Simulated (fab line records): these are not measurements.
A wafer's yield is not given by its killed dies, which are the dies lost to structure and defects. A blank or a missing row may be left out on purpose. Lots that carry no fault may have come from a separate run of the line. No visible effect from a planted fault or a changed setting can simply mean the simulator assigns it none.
Which tool did it? | flow berkeleyCmos170 | Sampling: 14 lots, 42 wafers, 5 of 331 route steps

WHAT THE GAUGES SHOWED, per wafer
UCB170_START_THK_MEAS_03.
lot  | measured    | on           | START_OXIDE_THK (nm)
L126 | day 1 15:13 | filmMetro-03 | 20.7 20.8 20.9
L127 | day 1 20:08 | filmMetro-01 | 21.2 21.2 21.0
L129 | day 2 06:28 | filmMetro-01 | 20.4 20.9 20.8
L131 | day 2 16:28 | filmMetro-01 | 20.8 20.4 20.8
L133 | day 3 03:26 | filmMetro-02 | 21.1 20.9 21.0
L135 | day 3 09:55 | filmMetro-01 | 20.6 20.6 20.5
L137 | day 3 22:32 | filmMetro-02 | 21.2 21.5 21.2
L138 | day 4 04:08 | filmMetro-03 | 20.8 21.1 20.8
L140 | day 4 09:41 | filmMetro-01 | 20.4 20.4 20.1
L143 | day 5 03:33 | filmMetro-02 | 20.7 20.6 20.5
L145 | day 5 12:32 | filmMetro-03 | 21.1 20.9 21.2
L146 | day 5 18:42 | filmMetro-02 | 21.3 21.2 21.2
L148 | day 6 03:28 | filmMetro-03 | 20.7 21.0 20.4
L149 | day 6 08:04 | filmMetro-03 | 20.0 19.9 20.2

UCB170_PWELL_THK_MEAS_06.
lot  | measured    | on           | PWELL_NITRIDE_THK (nm)
L126 | day 2 23:33 | filmMetro-03 | 221.4 221.5 221.7
L127 | day 3 04:38 | filmMetro-01 | 220.0 220.4 220.6
L129 | day 3 17:22 | filmMetro-01 | 220.2 219.5 219.4
L131 | day 4 11:03 | filmMetro-03 | 221.3 219.0 219.2
L133 | day 4 15:03 | filmMetro-03 | 222.4 221.8 222.6
L135 | day 4 21:50 | filmMetro-04 | 217.7 218.1 220.2
L137 | day 5 08:39 | filmMetro-01 | 219.4 217.4 218.1
L138 | day 5 18:17 | filmMetro-04 | 217.7 218.0 217.7
L140 | day 5 18:17 | filmMetro-03 | 219.4 218.5 216.9
L143 | day 6 17:15 | filmMetro-01 | 218.8 217.1 218.5
L148 | day 7 06:32 | filmMetro-03 | 219.7 218.9 218.9
L149 | day 7 15:02 | filmMetro-04 | 222.6 220.2 221.0

EACH LOT AND THE TOOL THAT RAN IT (in order: tool; ch and the chambers of the sampled wafers; start)
lot  | UCB170_ZERO_ETCH_06              | UCB170_ZERO_STRIP_07               | UCB170_NWELL_ETCH_13
L126 | rieDiel-02 ch 0,2, day 1 22:52   | plasmaAsher-03 ch 0,1, day 1 22:55 | rieDiel-03 ch 0,1, day 2 10:19
L127 | rieDiel-01 ch 1,2,3, day 2 02:21 | plasmaAsher-01 ch 0,1, day 2 02:22 | rieDiel-02 ch 0,1,2, day 2 10:46
L129 | rieDiel-04 ch 1,2,3, day 2 11:03 | plasmaAsher-03 ch 0,1, day 2 11:05 | rieDiel-01 ch 0,2,3, day 3 00:48
L131 | rieDiel-02 ch 1,3, day 2 23:03   | plasmaAsher-01 ch 0,1, day 2 23:04 | rieDiel-02 ch 0,3, day 3 14:45
L133 | rieDiel-01 ch 0,1,2, day 3 11:52 | plasmaAsher-01 ch 0,1, day 3 11:54 | rieDiel-03 ch 0,1,3, day 4 01:19
L135 | rieDiel-04 ch 0,1,3, day 3 15:41 | plasmaAsher-01 ch 0,1, day 3 15:42 | rieDiel-01 ch 0,1,3, day 4 07:48
L137 | rieDiel-02 ch 1,2, day 4 06:29   | plasmaAsher-01 ch 0,1, day 4 06:31 | rieDiel-02 ch 0,2,3, day 4 18:15
L138 | rieDiel-01 ch 2,3, day 4 11:40   | plasmaAsher-03 ch 0,1, day 4 11:41 | rieDiel-01 ch 0,1,3, day 5 00:50
L140 | rieDiel-02 ch 0,3, day 4 13:57   | plasmaAsher-02 ch 0,1, day 4 14:01 | rieDiel-03 ch 0,1,3, day 5 00:33
L143 | rieDiel-02 ch 0,1,3, day 5 07:53 | plasmaAsher-01 ch 0,1, day 5 07:55 | rieDiel-03 ch 1,2,3, day 5 21:30
L145 | rieDiel-04 ch 0,1,2, day 5 17:25 | plasmaAsher-02 ch 0,1, day 5 17:26 | -
L146 | rieDiel-04 ch 0,1,2, day 6 00:28 | plasmaAsher-02 ch 0,1, day 6 00:29 | -
L148 | rieDiel-04 ch 0,2,3, day 6 07:07 | plasmaAsher-03 ch 0,1, day 6 07:08 | rieDiel-02 ch 1,2,3, day 6 16:47
L149 | rieDiel-01 ch 1,2, day 6 12:49   | plasmaAsher-03 ch 0,1, day 6 12:50 | rieDiel-02 ch 0,3, day 6 23:34
- UCB170_ZERO_ETCH_06: etches SiO2 in CHF3/CF4/Ar, time 12 s.
- UCB170_ZERO_STRIP_07: strips in O2.
- UCB170_NWELL_ETCH_13: etches Si3N4 in CH3F/Ar/O2, stops on SiO2, target depth 246.4 nm, time 154 s.

WHAT THE TOOLS THEMSELVES READ (means of the sampled wafers that have a number; where no wafer has one, the mark that the record gives instead)
UCB170_ZERO_ETCH_06.
lot  | tool       | CHF3_flow_sccm (sccm) | cf4FlowSccm (sccm) | drypumpMotorCurrentA (A) | oesProductAu (a.u.) | throttleValvePct (%)
L126 | rieDiel-02 | 49.97                 | 9.99               | 5.3                      | 0.608               | 9.38
L127 | rieDiel-01 | 50.06                 | 10.03              | 6.0                      | 0.616               | 9.22
L129 | rieDiel-04 | 50.01                 | 9.98               | 5.7                      | 0.618               | 9.15
L131 | rieDiel-02 | 49.96                 | 10.02              | 6.0                      | 0.617               | 9.29
L133 | rieDiel-01 | 50.14                 | 10.00              | 6.2                      | 0.614               | 9.15
L135 | rieDiel-04 | 50.01                 | 10.01              | 5.9                      | 0.623               | 9.18
L137 | rieDiel-02 | 50.07                 | 10.03              | 6.3                      | 0.613               | 9.23
L138 | rieDiel-01 | 49.98                 | 10.00              | 6.1                      | 0.611               | 9.23
L140 | rieDiel-02 | 49.67                 | 9.97               | 5.1                      | 0.611               | 9.41
L143 | rieDiel-02 | 49.79                 | 10.00              | 5.5                      | 0.612               | 9.32
L145 | rieDiel-04 | -                     | -                  | -                        | -                   | -
L146 | rieDiel-04 | -                     | -                  | -                        | -                   | -
L148 | rieDiel-04 | 49.94                 | 10.00              | 5.9                      | 0.621               | 9.09
L149 | rieDiel-01 | 49.97                 | 9.98               | 6.0                      | 0.616               | 9.21

UCB170_ZERO_STRIP_07.
lot  | tool           | drypumpMotorCurrentA (A) | oesProductAu (a.u.) | stripTimeToEndpointS (s)
L126 | plasmaAsher-03 | 5.72                     | 0.722               | 21.49
L127 | plasmaAsher-01 | 5.40                     | 0.725               | 21.57
L129 | plasmaAsher-03 | 5.64                     | 0.728               | 21.41
L131 | plasmaAsher-01 | 5.39                     | 0.727               | 21.48
L133 | plasmaAsher-01 | 5.39                     | 0.733               | 21.36
L135 | plasmaAsher-01 | 5.39                     | 0.725               | 21.52
L137 | plasmaAsher-01 | 5.21                     | 0.726               | 21.49
L138 | plasmaAsher-03 | 5.73                     | 0.728               | 21.51
L140 | plasmaAsher-02 | 5.85                     | 0.728               | 21.48
L143 | plasmaAsher-01 | 5.24                     | 0.727               | 21.46
L145 | plasmaAsher-02 | 5.81                     | 0.739               | 21.64
L146 | plasmaAsher-02 | 5.86                     | 0.737               | 21.65
L148 | plasmaAsher-03 | 5.64                     | 0.731               | 21.40
L149 | plasmaAsher-03 | 5.74                     | 0.727               | 21.53

UCB170_NWELL_ETCH_13.
lot  | tool       | CH3F_flow_sccm (sccm) | O2_flow_sccm (sccm) | drypumpMotorCurrentA (A) | oesProductAu (a.u.) | throttleValvePct (%)
L126 | rieDiel-03 | 19.99                 | 6.985               | 6.1                      | 0.950               | 8.23
L127 | rieDiel-02 | 20.02                 | 6.991               | 5.7                      | 0.928               | 8.10
L129 | rieDiel-01 | 19.99                 | 7.011               | 6.3                      | 0.923               | 8.00
L131 | rieDiel-02 | 20.01                 | 7.007               | 5.6                      | 0.939               | 8.19
L133 | rieDiel-03 | 19.98                 | 7.007               | 6.0                      | 0.949               | 8.07
L135 | rieDiel-01 | 20.01                 | 6.998               | 5.9                      | 0.918               | 7.96
L137 | rieDiel-02 | 19.97                 | 6.984               | 5.7                      | 0.938               | 8.15
L138 | rieDiel-01 | 20.00                 | 6.998               | 5.9                      | 0.923               | 7.97
L140 | rieDiel-03 | 19.95                 | 6.994               | 6.0                      | 0.945               | 8.08
L143 | rieDiel-03 | 20.00                 | 7.004               | 6.1                      | 0.945               | 7.97
L148 | rieDiel-02 | 20.01                 | 6.998               | 6.1                      | 0.935               | 8.08
L149 | rieDiel-02 | 20.03                 | 7.021               | 5.1                      | 0.923               | 8.21

THE ANSWER, worked out from the rows above alone
Rule: usual is defined by the lots themselves. The widest of any qualifying gaps counts: lots, ordered by their means at a reading, are off when they make up no more than a third of the lots, leave a main group of 4 or more, and stand apart from it by 3 or more times the standard deviation of that group's means. If all means in a main group match to the digits the tables above print for the reading, that group is not used. A lot without any number at a reading at which 4 lots or more have one is off too. All remaining lots with rows at the step are treated as sound. Order of review: gauges by route order, followed by the tools' own readings, for which a lot's mean as printed above is used. The first step at which some lot is off is used, and at that step the reading that is off furthest; a lot without a number counts as furthest.
Off: L145, L146, at UCB170_ZERO_ETCH_06 (CHF3_flow_sccm). Without a number there: L145, L146. The main group has a mean of 49.96 sccm with a standard deviation of 0.12.
If a tool, at that step or one of the process steps before it, ran each lot that is off and ran no sound lot following the first of them, it fits. Of those tried, none fits.

WHAT HAD BEEN PUT IN BY THE SIMULATOR
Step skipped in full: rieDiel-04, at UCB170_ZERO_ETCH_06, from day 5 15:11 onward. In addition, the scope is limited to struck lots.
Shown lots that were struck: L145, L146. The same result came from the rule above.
